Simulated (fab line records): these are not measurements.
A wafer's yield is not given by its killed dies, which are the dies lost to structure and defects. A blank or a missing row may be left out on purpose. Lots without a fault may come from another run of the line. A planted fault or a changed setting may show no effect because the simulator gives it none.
What tool caused it? :: flow berkeley cmos170 :: 39 wafers from 13 lots sampled at 5 of the route's 331 steps

== WHAT THE GAUGES READ, wafer by wafer ==
UCB170_ACTIVE_CD_MEAS_13 targets a cd of 1200 nm.
lot: L566
measured: day 5 03:43
on: cd sem-01
cd nm (nm): 1199.3 1199.6 1199.4

lot: L567
measured: day 5 03:49
on: cd sem-01
cd nm (nm): 1204.9 1201.8 1202.2

lot: L568
measured: day 5 12:02
on: cd sem-01
cd nm (nm): 1198.0 1197.4 1198.5

lot: L571
measured: day 5 15:35
on: cd sem-01
cd nm (nm): 1201.1 1201.0 1200.4

lot: L572
measured: day 5 23:34
on: cd sem-02
cd nm (nm): 1200.5 1202.3 1200.7

lot: L574
measured: day 6 15:26
on: cd sem-01
cd nm (nm): 1200.2 1201.3 1199.5

lot: L575
measured: day 6 15:44
on: cd sem-01
cd nm (nm): 1199.6 1201.7 1201.2

lot: L573
measured: day 6 15:56
on: cd sem-01
cd nm (nm): 1203.1 1201.7 1202.9

lot: L579
measured: day 7 11:34
on: cd sem-01
cd nm (nm): 1200.7 1200.2 1199.9

lot: L577
measured: day 7 12:08
on: cd sem-01
cd nm (nm): 1379.2 1379.7 1379.8

lot: L581
measured: day 8 03:09
on: cd sem-01
cd nm (nm): 1201.0 1199.2 1198.7

lot: L587
measured: day 9 08:33
on: cd sem-01
cd nm (nm): 1201.7 1201.0 1201.0

lot: L589
measured: day 9 16:38
on: cd sem-01
cd nm (nm): 1200.3 1201.4 1200.4

UCB170_PFIELD_OVL_MEAS_06.
lot: L566
measured: day 5 08:52
on: overlay-01
PFIELD_OVL (nm): 5 -1 -4

lot: L567
measured: day 5 09:02
on: overlay-01
PFIELD_OVL (nm): 10 5 2

lot: L568
measured: day 5 13:50
on: overlay-01
PFIELD_OVL (nm): -5 -3 -6

lot: L571
measured: day 5 17:50
on: overlay-01
PFIELD_OVL (nm): -6 -1 -7

lot: L572
measured: day 6 02:05
on: overlay-01
PFIELD_OVL (nm): 10 5 7

lot: L574
measured: day 6 17:49
on: overlay-01
PFIELD_OVL (nm): -2 -10 -15

lot: L575
measured: day 6 18:23
on: overlay-01
PFIELD_OVL (nm): -2 1 1

lot: L573
measured: day 6 18:38
on: overlay-02
PFIELD_OVL (nm): -4 -9 -8

lot: L579
measured: day 7 13:17
on: overlay-02
PFIELD_OVL (nm): 6 13 13

lot: L577
measured: day 7 14:02
on: overlay-02
PFIELD_OVL (nm): -10 -2 -6

lot: L581
measured: day 8 07:22
on: overlay-02
PFIELD_OVL (nm): -14 -11 -8

lot: L587
measured: day 9 12:18
on: overlay-01
PFIELD_OVL (nm): -11 3 -3

lot: L589
measured: day 9 19:58
on: overlay-01
PFIELD_OVL (nm): 10 10 9

UCB170_GATE_THK_MEAS_05.
lot: L566
measured: day 7 10:56
on: film metro-02
GATE_POLY_THK (nm): 213.5 213.4 213.4

lot: L567
measured: day 7 10:52
on: film metro-02
GATE_POLY_THK (nm): 214.0 213.8 214.4

lot: L568
measured: day 7 20:18
on: film metro-04
GATE_POLY_THK (nm): 217.4 217.1 218.9

lot: L571
measured: day 7 20:18
on: film metro-01
GATE_POLY_THK (nm): 217.5 217.8 218.2

lot: L572
measured: day 8 02:53
on: film metro-01
GATE_POLY_THK (nm): 214.1 214.3 213.3

lot: L574
measured: day 8 19:32
on: film metro-04
GATE_POLY_THK (nm): 211.1 211.1 211.2

lot: L575
measured: day 8 19:40
on: film metro-04
GATE_POLY_THK (nm): 212.7 211.7 213.5

lot: L573
measured: day 8 19:37
on: film metro-04
GATE_POLY_THK (nm): 212.2 213.2 212.3

lot: L579
measured: day 9 12:39
on: film metro-04
GATE_POLY_THK (nm): 217.5 214.3 215.4

lot: L577
measured: day 9 12:40
on: film metro-02
GATE_POLY_THK (nm): 214.7 212.9 214.0

lot: L581
measured: day 10 11:47
on: film metro-02
GATE_POLY_THK (nm): 209.9 211.3 210.6

lot: L587
measured: day 11 18:13
on: film metro-01
GATE_POLY_THK (nm): 214.6 215.5 217.2

lot: L589
measured: day 12 05:07
on: film metro-02
GATE_POLY_THK (nm): 216.7 217.5 219.0

UCB170_SPACER_THK_MEAS_01.
lot: L566
measured: day 7 17:20
on: film metro-04
SPACER_TEOS_THK (nm): 371 376 379

lot: L567
measured: day 7 17:09
on: film metro-03
SPACER_TEOS_THK (nm): 372 368 379

lot: L568
measured: day 8 05:30
on: film metro-02
SPACER_TEOS_THK (nm): 373 378 382

lot: L571
measured: day 8 06:11
on: film metro-03
SPACER_TEOS_THK (nm): 374 377 379

lot: L572
measured: day 8 12:01
on: film metro-04
SPACER_TEOS_THK (nm): 369 368 372

lot: L574
measured: day 9 01:29
on: film metro-02
SPACER_TEOS_THK (nm): 372 380 375

lot: L575
measured: day 9 02:05
on: film metro-02
SPACER_TEOS_THK (nm): 375 379 376

lot: L573
measured: day 9 01:48
on: film metro-02
SPACER_TEOS_THK (nm): 368 381 375

lot: L579
measured: day 9 20:58
on: film metro-04
SPACER_TEOS_THK (nm): 369 375 375

lot: L577
measured: day 9 22:09
on: film metro-02
SPACER_TEOS_THK (nm): 372 380 381

lot: L581
measured: day 10 18:52
on: film metro-02
SPACER_TEOS_THK (nm): 378 379 381

lot: L587
measured: day 12 01:58
on: film metro-02
SPACER_TEOS_THK (nm): 367 370 372

lot: L589
measured: day 12 11:24
on: film metro-02
SPACER_TEOS_THK (nm): 372 371 376

== TOOL THAT RAN EACH LOT (tool first, then ch and the chambers of the sampled wafers, then the start) ==
lot: L566
UCB170_ACTIVE_EXPOSE_10: krf scanner-01 ch 0, day 5 03:12

lot: L567
UCB170_ACTIVE_EXPOSE_10: krf scanner-02 ch 0, day 5 03:25

lot: L568
UCB170_ACTIVE_EXPOSE_10: krf scanner-02 ch 0, day 5 10:59

lot: L571
UCB170_ACTIVE_EXPOSE_10: krf scanner-02 ch 0, day 5 15:12

lot: L572
UCB170_ACTIVE_EXPOSE_10: krf scanner-02 ch 0, day 5 23:11

lot: L574
UCB170_ACTIVE_EXPOSE_10: krf scanner-02 ch 0, day 6 14:43

lot: L575
UCB170_ACTIVE_EXPOSE_10: krf scanner-01 ch 0, day 6 15:04

lot: L573
UCB170_ACTIVE_EXPOSE_10: krf scanner-02 ch 0, day 6 15:19

lot: L579
UCB170_ACTIVE_EXPOSE_10: krf scanner-02 ch 0, day 7 10:57

lot: L577
UCB170_ACTIVE_EXPOSE_10: krf scanner-02 ch 0, day 7 11:32

lot: L581
UCB170_ACTIVE_EXPOSE_10: krf scanner-02 ch 0, day 8 01:37

lot: L587
UCB170_ACTIVE_EXPOSE_10: krf scanner-02 ch 0, day 9 08:10

lot: L589
UCB170_ACTIVE_EXPOSE_10: krf scanner-01 ch 0, day 9 15:21
- UCB170_ACTIVE_EXPOSE_10: exposes mask ACTIVE, target cd 1200 nm.

== AS READ BY THE TOOLS THEMSELVES (means over the sampled wafers that have a number; for cases with no such wafer, the mark the record gives instead) ==
The record holds no such reading with a usual standard deviation.

== THE ANSWER, worked out from the rows above alone ==
Rule: what is usual is taken from the lots themselves. Put in order of their means at a reading, lots are off if they are a third of the lots or fewer, leave a main group of 4 or more, and stand apart from it by a gap of 3 or more times the standard deviation of the main group's means; of several such gaps the widest counts. Not used: any main group whose means are identical at the precision the tables above print for the reading. A lot without any number at a reading at which 4 lots or more have one is off too. Any other lot the step has rows for is counted as sound. After the gauges, taken in route order, come the tools' own readings; for these a lot's mean is taken, as printed above. At the first step where some lot is off, the reading lying furthest off is the one used; lots without a number count as furthest.
Off at UCB170_ACTIVE_CD_MEAS_13 (cd nm): L577. The main group: mean 1200.7 nm, standard deviation 1.3.
A tool fits if, at a process step before that reading, it ran every lot that is off, and no sound lot after the first of them. The gauges at UCB170_ACTIVE_CD_MEAS_13 are tried like those tools. Not one of the candidates tried fits.

== WHAT THE SIMULATOR PUT IN ==
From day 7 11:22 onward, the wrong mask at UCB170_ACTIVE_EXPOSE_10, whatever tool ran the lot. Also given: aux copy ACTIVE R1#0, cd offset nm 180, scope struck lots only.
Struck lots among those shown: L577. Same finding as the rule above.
